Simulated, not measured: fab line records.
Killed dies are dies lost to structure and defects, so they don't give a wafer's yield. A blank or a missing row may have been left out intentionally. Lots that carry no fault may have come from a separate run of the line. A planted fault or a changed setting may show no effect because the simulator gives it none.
A lot that was struck, set against a sound lot -- flow rit-cmos -- 35 steps out of a route of 202
Sound: wafers L824.2, L824.3, L824.6. Struck: wafers L839.1, L839.2, L839.3. The cause is given at the end.
Per side, at each step with rows, come the tool, then ch with its chambers, and then its first start. Under that, the readings that differ: sound wafers -- struck wafers -- difference of the means -- sigmas: that difference in standard deviations of wafers without a fault.
alike: readings whose means differ by less than 2 such deviations, and words and numbers that are the same on both sides. not compared: withheld readings, readings that some wafer has no value for, bounds like >300 that may hide the same value, and numbers for which the record gives no deviation and whose values overlap.
Wherever a step has rows on one side only, a row that says differs or no value, or a row with sigmas, the two part there. When numbers do not overlap yet have no deviation, they are printed without sigmas and do not part them. Lack of a reading on every wafer of one side parts them only where that side has two or more wafers.

RIT_CONTACT_CVD_00: deposits SiO2 from TEOS, target thk 400 nm, time 61 s.
  sound on pecvd-01 ch 0,1, day 4 01:26; struck on pecvd-04 ch 0,1,2, day 7 03:59
  alike: heater-power-w
RIT_CONTACT_THK_MEAS_01:
  sound on film-metro-03 at day 4 01:29; struck on film-metro-03 at day 7 04:02
  alike: CONTACT_TEOS_THK
then, 6 steps without rows for these wafers: RIT_CONTACT_HMDS_02 (prime time 60 s); RIT_CONTACT_COAT_03 (resist thk 1000 nm); RIT_CONTACT_SOFTBAKE_04 (time 60 s); RIT_CONTACT_EXPOSE_05 (exposes mask M11, target cd 1000 nm); RIT_CONTACT_PEB_06; RIT_CONTACT_DEVELOP_07 (develop time 120 s).
RIT_CONTACT_CD_MEAS_08: the cd target is 1000 nm.
  sound on cd-sem-02 at day 4 02:39; struck on cd-sem-02 at day 7 05:16
  alike: cd-nm
RIT_CONTACT_OVL_MEAS_09:
  sound on overlay-01 at day 4 02:46; struck on overlay-02 at day 7 05:23
reading,sound,struck,difference,sigmas
CONTACT_OVL (nm),-1.7 -3.1 -2.5,2.2 2.7 4.2,+5.5,+4
then, 1 step without rows for these wafers: RIT_CONTACT_HARDBAKE_10 (time 60 s).
RIT_CONTACT_ETCH_11: etches SiO2 in CHF3/CF4/Ar, stops on TiSi2, target depth 480 nm, time 320 s.
  sound on rie-diel-02 ch 0,2, day 4 02:56; struck on rie-diel-01 ch 0,1,2, day 7 05:35
  alike: drypump-motor-current-A, oes-product-au, throttle-valve-pct
  not compared: rf-hours-counter-h
RIT_CONTACT_STRIP_12: strips in O2, time 180 s.
  sound on plasma-asher-02 ch 0, day 4 03:08; struck on plasma-asher-02 ch 0,1, day 7 05:46
  alike: drypump-motor-current-A
  not compared: rf-hours-counter-h
RIT_CONTACT_CD_MEAS_90: the cd target is 1000 nm.
  sound on cd-sem-02 at day 4 03:19; struck on cd-sem-02 at day 7 05:57
  alike: cd-nm
then, 2 steps without rows for these wafers: RIT_CONTACT_CLEAN_13 (cleans in SC1, time 600 s); RIT_CONTACT_CLEAN_14 (cleans in SC2, time 600 s).
RIT_M1_SPUTTER_00: material Al, target thk 400 nm, time 500 s.
  sound on pvd-sputter-04 at day 4 03:46; struck on pvd-sputter-01 at day 7 06:26
  alike: cathode-dc-power-W, substrate-temp-c, throttle-valve-pct
RIT_M1_RS_MEAS_01: measurement is done with a four-point probe.
  sound on film-metro-01 at day 4 04:05; struck on film-metro-01 at day 7 06:44
  alike: M1_AL_RS
RIT_M1_THK_MEAS_02: measures by xrf.
  sound on film-metro-01 at day 4 04:12; struck on film-metro-01 at day 7 06:51
  alike: M1_AL_THK
then, 6 steps without rows for these wafers: RIT_M1_HMDS_03 (prime time 60 s); RIT_M1_COAT_04 (resist thk 1300 nm); RIT_M1_SOFTBAKE_05 (time 60 s); RIT_M1_EXPOSE_06 (exposes mask M12, target cd 2600 nm); RIT_M1_PEB_07; RIT_M1_DEVELOP_08 (develop time 68 s).
RIT_M1_CD_MEAS_09: the cd target is 2600 nm.
  sound on cd-sem-02 at day 4 05:09; struck on cd-sem-02 at day 7 07:55
  alike: cd-nm
RIT_M1_OVL_MEAS_10:
  sound on overlay-02 at day 4 05:16; struck on overlay-01 at day 7 08:02
  alike: M1_OVL
then, 1 step without rows for these wafers: RIT_M1_HARDBAKE_11 (time 120 s).
RIT_M1_METAL_ETCH_12: etches Al in Cl2/BCl3, stops on SiO2, time 165 s, target depth 600 nm.
  sound on rie-metal-04 ch 0,1, day 4 05:32; struck on rie-metal-02 ch 0,1, day 7 08:19
  alike: drypump-motor-current-A, mfc-cl2-sccm, oes-product-au, throttle-valve-pct
  not compared: rf-hours-counter-h
then, 1 step without rows for these wafers: RIT_M1_STRIP_13 (strips in nmp, time 600 s).
RIT_M1_STRIP_14: strips in O2, time 180 s.
  sound on plasma-asher-03 ch 0,1, day 4 05:52; struck on plasma-asher-04 ch 0,1, day 7 08:40
  alike: drypump-motor-current-A
  not compared: rf-hours-counter-h
RIT_M1_CD_MEAS_90: the cd target is 2600 nm.
  sound on cd-sem-01 at day 4 06:04; struck on cd-sem-01 at day 7 08:51
  alike: cd-nm
then, 1 step without rows for these wafers: RIT_M1_ANNEAL_15 (time 1800 s).
RIT_M1_BOW_MEAS_16:
  sound on film-metro-04 at day 4 07:41; struck on film-metro-01 at day 7 10:28
  alike: M1_BOW
RIT_M1_PROBE_99:
  record: rows for the struck wafers here (prober-02, day 7 10:35), none for the sound ones

== WHERE THEY PART ==
At RIT_CONTACT_OVL_MEAS_09 first; at RIT_M1_PROBE_99 last (within this record only).

WHY: whatever the simulator had introduced
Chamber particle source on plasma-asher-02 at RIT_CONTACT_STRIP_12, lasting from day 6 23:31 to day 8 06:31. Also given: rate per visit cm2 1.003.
